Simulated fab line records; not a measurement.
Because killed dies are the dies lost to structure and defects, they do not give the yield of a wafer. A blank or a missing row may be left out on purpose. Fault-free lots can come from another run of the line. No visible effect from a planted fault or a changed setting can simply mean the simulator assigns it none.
The same fault as seen by 2 desks | flow rit cmos | each desk holds nothing but its own numbers, with what lay behind them at the end

THE TOOL OWNER'S DESK: furnace-04
The tool's own readings at RIT_REOX_OXIDATION_03 (target thk 25.2 nm, ox time 5580 s): means of the sampled wafers that have a number, for each lot that ran on this tool. The brackets show how far a lot's mean lies from the usual mean; more than 4 standard deviations puts the lot out of limits, marked OUT.
Columns: A = spike tc centre C at RIT_REOX_OXIDATION_03, usual 902.4 C; B = spike tc load C at RIT_REOX_OXIDATION_03, usual 924 C; C = spike tc source C at RIT_REOX_OXIDATION_03, usual 922 C; D = tube center temp C at RIT_REOX_OXIDATION_03, usual 900 C; E = tube_center_temp_C_max at RIT_REOX_OXIDATION_03, usual 902.2; F = zone power load pct at RIT_REOX_OXIDATION_03, usual 28 %
lot  | first seen here | A               | B              | C              | D                     | E               | F
L433 | day 2 18:18     | 903.5           | 921            | 922            | 900                   | 902.2           | 32
L434 | day 3 00:22     | 902.6           | 922            | 921            | 900                   | 902.2           | 31
L437 | day 3 15:13     | 901.8           | 922            | 921            | 900                   | 902.2           | 31
L438 | day 3 19:32     | 901.7           | 921            | 921            | 900                   | 902.6           | 31
L439 | day 4 00:03     | 901.7           | 920            | 921            | 900                   | 902.1           | 32
L444 | day 4 22:49     | 922.2 (+18) OUT | 942 (+4.7) OUT | 942 (+6.7) OUT | 920 (+99 or more) OUT | 922.3 (+54) OUT | 33
L445 | day 5 03:24     | 921.8 (+18) OUT | 942 (+4.6) OUT | 942 (+6.6) OUT | 920 (+99 or more) OUT | 922.3 (+54) OUT | 33
This desk's verdict: out of limits on L444, L445, starting with L444 at day 4 22:49 (spike tc centre C at RIT_REOX_OXIDATION_03). Within limits: L433, L434, L437, L438, L439.

FROM THE METROLOGY DESK
Means of the sampled wafers that have a number, per lot and without regard to the tool the lot ran on: this is what the gauges read. The brackets show how far a lot's mean lies from the usual mean; more than 4 standard deviations puts the lot out of limits, marked OUT.
Columns: A = REOX_OXIDE_THK at RIT_REOX_THK_MEAS_04, usual 25.3 nm
lot  | first seen here | A
L433 | day 2 20:51     | 25.1
L434 | day 3 02:55     | 24.4
L435 | day 3 07:15     | 25.4
L436 | day 3 11:01     | 24.5
L437 | day 3 17:47     | 25.6
L438 | day 3 22:05     | 25.2
L439 | day 4 02:37     | 25.8
L444 | day 5 01:22     | 30.8 (+12) OUT
L445 | day 5 05:57     | 30.7 (+11) OUT
L446 | day 5 15:05     | 24.6
L450 | day 6 10:23     | 25.1
L451 | day 6 12:29     | 25.7
L453 | day 6 21:59     | 25.9
L456 | day 7 15:57     | 25.0
Per this desk, out of limits: L444, L445; the first was L444, day 5 01:22 (REOX_OXIDE_THK at RIT_REOX_THK_MEAS_04). Within limits: L433, L434, L435, L436, L437, L438, L439, L446, L450, L451, L453, L456.

TAKEN TOGETHER
The tool owner's desk could have raised an alarm at day 4 22:49, on L444, L445.
An alarm was possible from the metrology desk at day 5 01:22, on L444, L445.
The lots listed all ran RIT_REOX_OXIDATION_03 on furnace-04.

WHAT THE SIMULATOR HAD PUT IN
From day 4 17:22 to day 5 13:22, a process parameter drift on furnace-04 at RIT_REOX_OXIDATION_03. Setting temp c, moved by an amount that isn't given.
Struck lots among those shown: L444, L445.
Counting hours from when the fault started, the first reading out of limits came at 5 for the tool owner's desk and at 8 for the metrology desk.
